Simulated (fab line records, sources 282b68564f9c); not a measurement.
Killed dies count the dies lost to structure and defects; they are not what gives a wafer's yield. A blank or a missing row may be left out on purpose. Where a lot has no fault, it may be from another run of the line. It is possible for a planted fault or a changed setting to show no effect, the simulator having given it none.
Comparing a struck lot with a sound one || flow ritCmos || 30 steps out of a route of 202
Sound: these wafers, L828.1, L828.3, L828.6. Struck: wafer L840.3 (L840.1, L840.6, from the same lot, were not struck and are left out); the cause is given at the end.
Per side, at each step with rows, come the tool, then ch with its chambers, and then its first start. Under that, the readings that differ: sound wafers || struck wafers || difference of the means || sigmas: that difference in standard deviations of wafers without a fault.
alike: same words and numbers on both sides, and readings whose means sit less than 2 such deviations apart. not compared: any withheld reading, any reading some wafer has no value for, any bound like >300 that may hide the same value, and any number with overlapping values for which the record gives no deviation.
Wherever a step has rows on one side only, a row that says differs or no value, or a row with sigmas, the two part there. When numbers do not overlap yet have no deviation, they are printed without sigmas and do not part them. A reading that every wafer of one side lacks parts them only if that side has two wafers or more.

first, 6 steps without rows for these wafers: RIT_SDANNEAL_RTA_03 (time 5 s); RIT_SILICIDE_WET_ETCH_00 (etches SiO2 in BOE, target depth 14 nm, time 15 s); RIT_SILICIDE_SPUTTER_01 (material Ti, target thk 30 nm, time 240 s); RIT_SILICIDE_RTA_04 (time 10 s, ramp up 5 s, ramp down 5 s); RIT_SILICIDE_WET_ETCH_05 (etches Ti in SPM, time 120 s); RIT_SILICIDE_RTA_06 (time 10 s, ramp up 5 s, ramp down 10 s).
RIT_CONTACT_CVD_00: deposits SiO2 from TEOS, target thk 400 nm, time 61 s.
  sound on pecvd-04 ch 0,1,2, day 3 02:02; struck on pecvd-04 ch 1, day 5 13:44
{"reading": "runLengthS (s)", "sound": "88.1 88.6 87.5", "struck": 75.3, "difference": -12.8, "sigmas": -18}
{"reading": "model.SiO2_of_CONTACT_CVD_00.thkNm (nm)", "sound": "405.3 400.3 401.3", "struck": 324.1, "difference": -78.2, "sigmas": ""}
  alike: heaterPowerW
RIT_CONTACT_THK_MEAS_01:
  sound on filmMetro-01, day 3 02:05; struck on filmMetro-01, day 5 13:47
{"reading": "CONTACT_TEOS_THK (nm)", "sound": "406 400 401", "struck": 324, "difference": -78, "sigmas": -14}
then, 7 steps without rows for these wafers: RIT_CONTACT_HMDS_02 (prime time 60 s); RIT_CONTACT_COAT_03 (resist thk 983.7 nm); RIT_CONTACT_SOFTBAKE_04 (time 60 s); RIT_CONTACT_EXPOSE_05 (exposes mask M11, target cd 1000 nm); RIT_CONTACT_PEB_06; RIT_CONTACT_DEVELOP_07 (develop time 120 s); RIT_CONTACT_HARDBAKE_10 (time 60 s).
RIT_CONTACT_ETCH_11: etches SiO2 in CHF3/CF4/Ar, stops on TiSi2, target depth 480 nm, time 320 s.
  sound on rieDiel-02 ch 1,3, day 3 03:35; struck on rieDiel-01 ch 3, day 5 15:07
{"reading": "model.etch.depthNm (nm)", "sound": "405.3 400.3 401.3", "struck": 324.1, "difference": -78.2, "sigmas": ""}
{"reading": "model.CONTACT.featureDepthNm (nm)", "sound": "405.3 400.3 401.3", "struck": 324.1, "difference": -78.2, "sigmas": ""}
  alike: drypumpMotorCurrentA, oesProductAu, throttleValvePct
  not compared: rfHoursCounterH
then, 11 steps without rows for these wafers: RIT_CONTACT_STRIP_12 (strips in O2, time 180 s); RIT_CONTACT_CLEAN_13 (cleans in SC1, time 600 s); RIT_CONTACT_CLEAN_14 (cleans in SC2, time 600 s); RIT_M1_SPUTTER_00 (material Al, target thk 400 nm, time 500 s); RIT_M1_HMDS_03 (prime time 60 s); RIT_M1_COAT_04 (resist thk 1300 nm); RIT_M1_SOFTBAKE_05 (time 60 s); RIT_M1_EXPOSE_06 (exposes mask M12, target cd 2600 nm); RIT_M1_PEB_07; RIT_M1_DEVELOP_08 (develop time 68 s); RIT_M1_HARDBAKE_11 (time 120 s).
RIT_M1_METAL_ETCH_12: etches Al in Cl2/BCl3, stops on SiO2, time 165 s, target depth 600 nm.
  sound on rieMetal-03 ch 0,1, day 3 06:11; struck on rieMetal-03 ch 0, day 5 17:43
{"reading": "oesProductAu (a.u.)", "sound": "0.792 0.788 0.793", "struck": 0.767, "difference": -0.024, "sigmas": -2}
{"reading": "model.SiO2_of_CONTACT_CVD_00.thkNm (nm)", "sound": "367.2 362.2 364.1", "struck": 285.9, "difference": -78.6, "sigmas": ""}
  alike: drypumpMotorCurrentA, throttleValvePct
  not compared: rfHoursCounterH
then, 1 step without rows for these wafers: RIT_M1_STRIP_13 (strips in nmp, time 600 s).
RIT_M1_PROBE_99:
  sound on prober-02, day 3 11:55; struck on prober-01, day 5 20:08
{"reading": "model.etest.fieldPMetal.vtV (V)", "sound": "-29.5 -29.28 -28.88", "struck": -25.55, "difference": "+3.67", "sigmas": ""}
{"reading": "model.etest.nmos_0p15.junctionLog10AUm", "sound": "-13.52 -13.53 -13.47", "struck": -13.01, "difference": "+0.50", "sigmas": ""}
{"reading": "model.etest.nmosNarrow.offLog10AUm", "sound": "-13.16 -13.3 -13.19", "struck": -12.78, "difference": "+0.44", "sigmas": ""}
{"reading": "model.etest.nmos_0p3.offLog10AUm", "sound": "-13.05 -13.13 -13.1", "struck": -12.79, "difference": "+0.30", "sigmas": ""}
{"reading": "model.etest.gateEndArray.leakLog10AUm", "sound": "-12.81 -12.93 -12.85", "struck": -12.66, "difference": "+0.20", "sigmas": ""}
{"reading": "model.etest.antennaContact.vtShiftV (V)", "sound": "-0.008736 -0.009998 -0.008232", "struck": -0.02202, "difference": -0.01303, "sigmas": ""}
  alike: killedAtContacts, killedAtFrontEnd, killedDies, killedOpen, killedShort

## WHERE THEY PART
Earliest at RIT_CONTACT_CVD_00; latest, in this record, at RIT_M1_METAL_ETCH_12. Later steps at which nothing parts them and some readings are alike: RIT_M1_PROBE_99.

WHY: whatever the simulator had introduced
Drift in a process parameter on pecvd-04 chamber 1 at RIT_CONTACT_CVD_00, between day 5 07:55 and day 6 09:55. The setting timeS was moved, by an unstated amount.
